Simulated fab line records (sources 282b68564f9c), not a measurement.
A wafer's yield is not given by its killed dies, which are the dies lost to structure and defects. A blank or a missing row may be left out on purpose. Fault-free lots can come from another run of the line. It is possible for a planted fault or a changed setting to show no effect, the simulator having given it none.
A lot that was struck, set against a sound lot	flow rit cmos	19 steps out of a route of 202
Sound: wafers L262.2, L262.4, L262.5. Wafers L275.3, L275.5, L275.6 were the ones struck. The cause is named last.
Each step with rows lists, per side, the tool, then ch with its chambers, then its first start. Under that, the readings that differ: sound wafers	struck wafers	difference of the means	sigmas: that difference in standard deviations of wafers without a fault.
alike: a reading whose means differ by less than 2 such deviations, as well as words and numbers matching on both sides. not compared: withheld readings; readings where some wafer has no value; bounds like >300 that might hide an equal value; numbers whose values overlap and for which the record gives no deviation.
The two part at a step that has a row with sigmas, a row that says differs or no value, or rows on one side only. Numbers that have no deviation but don't overlap get no sigmas and don't part them. A reading missing from all wafers of one side parts the sides only when that side holds two or more wafers.

first, 1 step without rows for these wafers: RIT_CONTACT_HARDBAKE_10 (time 60 s).
RIT_CONTACT_ETCH_11: etches SiO2 in CHF3/CF4/Ar, stops on TiSi2, target depth 480 nm, time 320 s.
  sound on rie diel-01 ch 1,2,3, day 4 15:57; struck on rie diel-01 ch 1,2, day 7 08:38
  alike: cf4 flow sccm, drypump motor current A, oes product au, throttle valve pct
  not compared: rf hours counter h
RIT_CONTACT_STRIP_12: strips in O2, time 180 s.
  sound on plasma asher-02 ch 0, day 4 16:08; struck on plasma asher-02 ch 0,1, day 7 08:53
  alike: drypump motor current A
  not compared: rf hours counter h
RIT_CONTACT_CD_MEAS_90 targets a cd of 1000 nm.
  sound on cd sem-02 at day 4 16:20; struck on cd sem-02 at day 7 09:02
  alike: cd nm
then, 2 steps without rows for these wafers: RIT_CONTACT_CLEAN_13 (cleans in SC1, time 600 s); RIT_CONTACT_CLEAN_14 (cleans in SC2, time 600 s).
RIT_M1_SPUTTER_00: material Al, target thk 400 nm, time 500 s.
  sound on pvd sputter-01 at day 4 16:47; struck on pvd sputter-01 at day 7 09:29
  alike: cathode dc power W, throttle valve pct
RIT_M1_RS_MEAS_01: a four-point-probe measurement.
  sound on film metro-04 at day 4 17:06; struck on film metro-02 at day 7 09:49
  alike: M1_AL_RS
RIT_M1_THK_MEAS_02: measures by xrf.
  sound on film metro-04 at day 4 17:13; struck on film metro-02 at day 7 09:55
  alike: M1_AL_THK
then, 3 steps without rows for these wafers: RIT_M1_HMDS_03 (prime time 60 s); RIT_M1_COAT_04 (resist thk 1300 nm); RIT_M1_SOFTBAKE_05 (time 60 s).
RIT_M1_EXPOSE_06: exposes mask M12, target cd 2600 nm.
  sound on iline stepper-02 ch 0, day 4 17:52; struck on iline stepper-02 ch 0, day 7 10:27
reading	sound	struck	difference	sigmas
model.M1.overlay x nm (nm)	0.5057 0.5057 0.5057	359.5 359.5 359.5	+359.0	
  alike: mask
then, 2 steps without rows for these wafers: RIT_M1_PEB_07; RIT_M1_DEVELOP_08 (develop time 68 s).
RIT_M1_CD_MEAS_09 targets a cd of 2600 nm.
  sound on cd sem-02 at day 4 18:25; struck on cd sem-02 at day 7 10:53
  alike: cd nm
RIT_M1_OVL_MEAS_10:
  sound on overlay-02 at day 4 18:31; struck on overlay-01 at day 7 10:58
reading	sound	struck	difference	sigmas
M1_OVL (nm)	-0.4 -0.5 -1.0	360.7 361.0 360.5	+361.4	+99 or more
then, 1 step without rows for these wafers: RIT_M1_HARDBAKE_11 (time 120 s).
RIT_M1_PROBE_99:
  the record holds rows for the sound wafers here (prober-01, day 4 21:05) but none for the struck ones

== WHERE THEY PART ==
Earliest at RIT_M1_OVL_MEAS_10; latest, in this record, at RIT_M1_PROBE_99.

WHY: what had been put in by the simulator
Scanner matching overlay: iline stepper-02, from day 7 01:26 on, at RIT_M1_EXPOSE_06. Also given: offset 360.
